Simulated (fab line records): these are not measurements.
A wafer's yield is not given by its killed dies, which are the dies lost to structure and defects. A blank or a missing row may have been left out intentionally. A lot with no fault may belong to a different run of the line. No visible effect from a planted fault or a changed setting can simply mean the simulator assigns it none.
What tool caused it? / flow berkeley cmos170 / 14 lots, 42 wafers sampled, at 4 steps of a route of 331

## WHAT THE GAUGES READ, wafer by wafer
UCB170_V1_CD_MEAS_12 targets a cd of 700 nm.
lot=L750; measured=day 7 17:33; on=cd sem-02; cd nm (nm)=701.4 701.1 701.0
lot=L755; measured=day 8 05:15; on=cd sem-01; cd nm (nm)=701.1 700.2 700.6
lot=L754; measured=day 8 10:27; on=cd sem-01; cd nm (nm)=700.2 701.7 700.3
lot=L757; measured=day 8 19:23; on=cd sem-02; cd nm (nm)=702.2 701.3 702.8
lot=L756; measured=day 8 18:15; on=cd sem-02; cd nm (nm)=701.1 701.8 702.2
lot=L760; measured=day 9 11:49; on=cd sem-01; cd nm (nm)=698.0 698.3 699.0
lot=L761; measured=day 9 11:56; on=cd sem-02; cd nm (nm)=699.8 700.1 699.6
lot=L763; measured=day 9 23:25; on=cd sem-02; cd nm (nm)=700.9 699.5 698.8
lot=L768; measured=day 11 02:44; on=cd sem-01; cd nm (nm)=697.6 698.8 698.3
lot=L767; measured=day 11 02:32; on=cd sem-01; cd nm (nm)=698.6 697.2 698.5
lot=L769; measured=day 11 02:15; on=cd sem-01; cd nm (nm)=699.3 699.7 697.0
lot=L770; measured=day 11 17:57; on=cd sem-01; cd nm (nm)=699.9 699.7 700.1
lot=L771; measured=day 12 04:41; on=cd sem-01; cd nm (nm)=698.9 697.5 698.9
lot=L773; measured=day 12 05:15; on=cd sem-01; cd nm (nm)=701.8 701.1 701.6

UCB170_M3_OVL_MEAS_16.
lot=L750; measured=day 8 04:47; on=overlay-01; M3_OVL (nm)=0 -3 -9
lot=L755; measured=day 8 13:44; on=overlay-01; M3_OVL (nm)=-2 2 -2
lot=L754; measured=day 8 18:46; on=overlay-01; M3_OVL (nm)=2 -2 2
lot=L757; measured=day 9 06:15; on=overlay-01; M3_OVL (nm)=-6 -2 4
lot=L756; measured=day 9 05:32; on=overlay-01; M3_OVL (nm)=-2 3 5
lot=L760; measured=day 9 19:48; on=overlay-01; M3_OVL (nm)=-2 2 1
lot=L761; measured=day 9 19:59; on=overlay-01; M3_OVL (nm)=10 10 3
lot=L763; measured=day 10 07:19; on=overlay-01; M3_OVL (nm)=0 -6 3
lot=L768; measured=day 11 15:04; on=overlay-02; M3_OVL (nm)=-1 -5 -1
lot=L767; measured=day 11 14:49; on=overlay-01; M3_OVL (nm)=1 3 -4
lot=L769; measured=day 11 11:50; on=overlay-01; M3_OVL (nm)=-4 -6 -9
lot=L770; measured=day 12 01:55; on=overlay-02; M3_OVL (nm)=-7 -7 -7
lot=L771; measured=day 12 13:44; on=overlay-01; M3_OVL (nm)=4 5 6
lot=L773; measured=day 12 14:21; on=overlay-02; M3_OVL (nm)=8 5 3

## WHAT TOOL EACH LOT RAN ON (gives the tool, then ch and the chambers of the sampled wafers, and finally the start)
lot=L750; UCB170_PLDD_STRIP_10=plasma asher-02 ch 0,1, day 6 11:23; UCB170_PSD_STRIP_09=plasma asher-04 ch 0,1, day 6 21:05
lot=L755; UCB170_PLDD_STRIP_10=plasma asher-03 ch 0, day 7 04:31; UCB170_PSD_STRIP_09=plasma asher-01 ch 0,1, day 7 12:20
lot=L754; UCB170_PLDD_STRIP_10=plasma asher-01 ch 0,1, day 7 04:57; UCB170_PSD_STRIP_09=plasma asher-04 ch 0,1, day 7 12:41
lot=L757; UCB170_PLDD_STRIP_10=plasma asher-03 ch 0,1, day 7 13:45; UCB170_PSD_STRIP_09=plasma asher-01 ch 0,1, day 7 23:20
lot=L756; UCB170_PLDD_STRIP_10=plasma asher-01 ch 0,1, day 7 14:04; UCB170_PSD_STRIP_09=plasma asher-04 ch 0,1, day 7 23:43
lot=L760; UCB170_PLDD_STRIP_10=plasma asher-03 ch 0,1, day 8 09:44; UCB170_PSD_STRIP_09=plasma asher-04 ch 0,1, day 8 16:47
lot=L761; UCB170_PLDD_STRIP_10=plasma asher-01 ch 0,1, day 8 10:23; UCB170_PSD_STRIP_09=plasma asher-01 ch 0, day 8 16:40
lot=L763; UCB170_PLDD_STRIP_10=plasma asher-03 ch 0,1, day 8 16:48; UCB170_PSD_STRIP_09=plasma asher-02 ch 0,1, day 9 00:58
lot=L768; UCB170_PLDD_STRIP_10=plasma asher-02 ch 0,1, day 9 21:46; UCB170_PSD_STRIP_09=plasma asher-04 ch 0,1, day 10 08:13
lot=L767; UCB170_PLDD_STRIP_10=plasma asher-02 ch 0,1, day 9 22:05; UCB170_PSD_STRIP_09=plasma asher-02 ch 0,1, day 10 08:41
lot=L769; UCB170_PLDD_STRIP_10=plasma asher-01 ch 0,1, day 9 22:20; UCB170_PSD_STRIP_09=plasma asher-01 ch 0,1, day 10 08:29
lot=L770; UCB170_PLDD_STRIP_10=plasma asher-01 ch 0,1, day 10 13:16; UCB170_PSD_STRIP_09=plasma asher-02 ch 0,1, day 11 00:55
lot=L771; UCB170_PLDD_STRIP_10=plasma asher-02 ch 0,1, day 10 20:32; UCB170_PSD_STRIP_09=plasma asher-02 ch 0,1, day 11 05:56
lot=L773; UCB170_PLDD_STRIP_10=plasma asher-02 ch 0,1, day 10 22:10; UCB170_PSD_STRIP_09=plasma asher-04 ch 0,1, day 11 06:15
- UCB170_PLDD_STRIP_10: strips in O2.
- UCB170_PSD_STRIP_09: strips in O2.

## AS READ BY THE TOOLS THEMSELVES (means over the sampled wafers that have a number; for cases with no such wafer, the mark the record gives instead)
UCB170_PLDD_STRIP_10.
lot=L750; tool=plasma asher-02; drypump motor current A (A)=5.5; oes product au (a.u.)=0.735; strip time to endpoint s (s)=21.70
lot=L755; tool=plasma asher-03; drypump motor current A (A)=5.6; oes product au (a.u.)=0.736; strip time to endpoint s (s)=21.59
lot=L754; tool=plasma asher-01; drypump motor current A (A)=6.3; oes product au (a.u.)=0.731; strip time to endpoint s (s)=21.55
lot=L757; tool=plasma asher-03; drypump motor current A (A)=5.6; oes product au (a.u.)=0.729; strip time to endpoint s (s)=21.58
lot=L756; tool=plasma asher-01; drypump motor current A (A)=6.1; oes product au (a.u.)=0.733; strip time to endpoint s (s)=21.60
lot=L760; tool=plasma asher-03; drypump motor current A (A)=5.5; oes product au (a.u.)=0.814; strip time to endpoint s (s)=21.63
lot=L761; tool=plasma asher-01; drypump motor current A (A)=6.1; oes product au (a.u.)=0.734; strip time to endpoint s (s)=21.70
lot=L763; tool=plasma asher-03; drypump motor current A (A)=5.5; oes product au (a.u.)=0.811; strip time to endpoint s (s)=21.58
lot=L768; tool=plasma asher-02; drypump motor current A (A)=5.5; oes product au (a.u.)=0.729; strip time to endpoint s (s)=21.60
lot=L767; tool=plasma asher-02; drypump motor current A (A)=5.5; oes product au (a.u.)=0.733; strip time to endpoint s (s)=21.56
lot=L769; tool=plasma asher-01; drypump motor current A (A)=6.1; oes product au (a.u.)=0.735; strip time to endpoint s (s)=21.62
lot=L770; tool=plasma asher-01; drypump motor current A (A)=6.3; oes product au (a.u.)=0.732; strip time to endpoint s (s)=21.60
lot=L771; tool=plasma asher-02; drypump motor current A (A)=5.6; oes product au (a.u.)=0.733; strip time to endpoint s (s)=21.54
lot=L773; tool=plasma asher-02; drypump motor current A (A)=5.6; oes product au (a.u.)=0.734; strip time to endpoint s (s)=21.63

UCB170_PSD_STRIP_09.
lot=L750; tool=plasma asher-04; drypump motor current A (A)=5.3; oes product au (a.u.)=0.599; strip time to endpoint s (s)=29.32
lot=L755; tool=plasma asher-01; drypump motor current A (A)=6.1; oes product au (a.u.)=0.598; strip time to endpoint s (s)=29.50
lot=L754; tool=plasma asher-04; drypump motor current A (A)=5.3; oes product au (a.u.)=0.599; strip time to endpoint s (s)=29.44
lot=L757; tool=plasma asher-01; drypump motor current A (A)=6.2; oes product au (a.u.)=0.600; strip time to endpoint s (s)=29.44
lot=L756; tool=plasma asher-04; drypump motor current A (A)=5.6; oes product au (a.u.)=0.602; strip time to endpoint s (s)=29.43
lot=L760; tool=plasma asher-04; drypump motor current A (A)=5.3; oes product au (a.u.)=0.595; strip time to endpoint s (s)=29.43
lot=L761; tool=plasma asher-01; drypump motor current A (A)=5.9; oes product au (a.u.)=0.597; strip time to endpoint s (s)=29.40
lot=L763; tool=plasma asher-02; drypump motor current A (A)=5.6; oes product au (a.u.)=0.599; strip time to endpoint s (s)=29.43
lot=L768; tool=plasma asher-04; drypump motor current A (A)=5.6; oes product au (a.u.)=0.596; strip time to endpoint s (s)=29.41
lot=L767; tool=plasma asher-02; drypump motor current A (A)=5.5; oes product au (a.u.)=0.600; strip time to endpoint s (s)=29.39
lot=L769; tool=plasma asher-01; drypump motor current A (A)=6.1; oes product au (a.u.)=0.600; strip time to endpoint s (s)=29.32
lot=L770; tool=plasma asher-02; drypump motor current A (A)=5.6; oes product au (a.u.)=0.600; strip time to endpoint s (s)=29.35
lot=L771; tool=plasma asher-02; drypump motor current A (A)=5.6; oes product au (a.u.)=0.600; strip time to endpoint s (s)=29.38
lot=L773; tool=plasma asher-04; drypump motor current A (A)=5.3; oes product au (a.u.)=0.600; strip time to endpoint s (s)=29.23

## THE ANSWER, worked out from the rows above alone
Rule: the lots themselves supply what counts as usual. The widest of any qualifying gaps counts: lots, ordered by their means at a reading, are off when they make up no more than a third of the lots, leave a main group of 4 or more, and stand apart from it by 3 or more times the standard deviation of that group's means. Not used: any main group whose means are identical at the precision the tables above print for the reading. Also off: a lot with no number at a reading for which 4 or more lots have one. Any other lot the step has rows for is counted as sound. First the gauges in route order, then the tools' own readings, where a lot's mean is used as printed above. At the first step where some lot is off, the reading lying furthest off is the one used; lots without a number count as furthest.
Off at UCB170_PLDD_STRIP_10 (oes product au): L760, L763. The main group: mean 0.733 a.u., standard deviation 0.0022.
If a tool, at that step or one of the process steps before it, ran each lot that is off and ran no sound lot following the first of them, it fits. One fits: plasma asher-03 at UCB170_PLDD_STRIP_10. A fault onset in the window from L757 (day 7 13:45, its last sound lot) to L760 (day 8 09:44, its first lot off) fits.
The tool's own readings at UCB170_PLDD_STRIP_10 bear it out: on the lots that are off they differ by more than 5 times the standard deviation of the sound lots' means. oes product au reads 0.812 a.u. there against 0.733 a.u. on the sound lots.

## WHAT HAD BEEN PUT IN BY THE SIMULATOR
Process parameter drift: plasma asher-03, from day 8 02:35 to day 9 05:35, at UCB170_PLDD_STRIP_10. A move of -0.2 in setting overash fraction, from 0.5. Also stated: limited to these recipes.
Lots struck among those shown: L760, L763. The rule given above showed the same thing.
